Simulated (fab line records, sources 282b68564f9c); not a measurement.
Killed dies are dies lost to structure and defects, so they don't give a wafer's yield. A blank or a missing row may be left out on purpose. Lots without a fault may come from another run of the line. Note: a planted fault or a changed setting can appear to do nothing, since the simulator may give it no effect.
Which tool was responsible? | flow ritCmos | 18 wafers from 6 lots sampled at 2 of the route's 202 steps

WHAT THE GAUGES SHOWED, per wafer
RIT_M1_RS_MEAS_01: a four-point-probe measurement.
lot  | measured    | on           | M1_AL_RS (ohm/sq)
L291 | day 3 17:35 | filmMetro-01 | 0.0730 0.0723 0.0731
L293 | day 4 04:07 | filmMetro-01 | 0.0743 0.0745 0.0744
L295 | day 4 13:29 | filmMetro-01 | 0.0758 0.0762 0.0759
L298 | day 5 07:29 | filmMetro-03 | 0.0707 0.0727 0.0716
L307 | day 7 02:39 | filmMetro-01 | 0.0739 0.0738 0.0738
L310 | day 7 18:11 | filmMetro-04 | 0.0727 0.0731 0.0727

EACH LOT AND THE TOOL THAT RAN IT (in order: tool; ch and the chambers of the sampled wafers; start)
lot  | RIT_M1_SPUTTER_00
L291 | pvdSputter-01, day 3 17:14
L293 | pvdSputter-01, day 4 03:49
L295 | pvdSputter-01, day 4 13:10
L298 | pvdSputter-02, day 5 07:12
L307 | pvdSputter-01, day 7 02:19
L310 | pvdSputter-04, day 7 17:51
- RIT_M1_SPUTTER_00: material Al, target thk 400 nm, time 500 s.

THE ANSWER, worked out from the rows above alone
Rule: the usual values come from the lots themselves. The widest of any qualifying gaps counts: lots, ordered by their means at a reading, are off when they make up no more than a third of the lots, leave a main group of 4 or more, and stand apart from it by 3 or more times the standard deviation of that group's means. If all means in a main group match to the digits the tables above print for the reading, that group is not used. Also off: a lot with no number at a reading for which 4 or more lots have one. Any other lot the step has rows for is counted as sound.
No lot is off at any reading shown: from this, nothing can be told.

WHAT THE SIMULATOR HAD INSERTED
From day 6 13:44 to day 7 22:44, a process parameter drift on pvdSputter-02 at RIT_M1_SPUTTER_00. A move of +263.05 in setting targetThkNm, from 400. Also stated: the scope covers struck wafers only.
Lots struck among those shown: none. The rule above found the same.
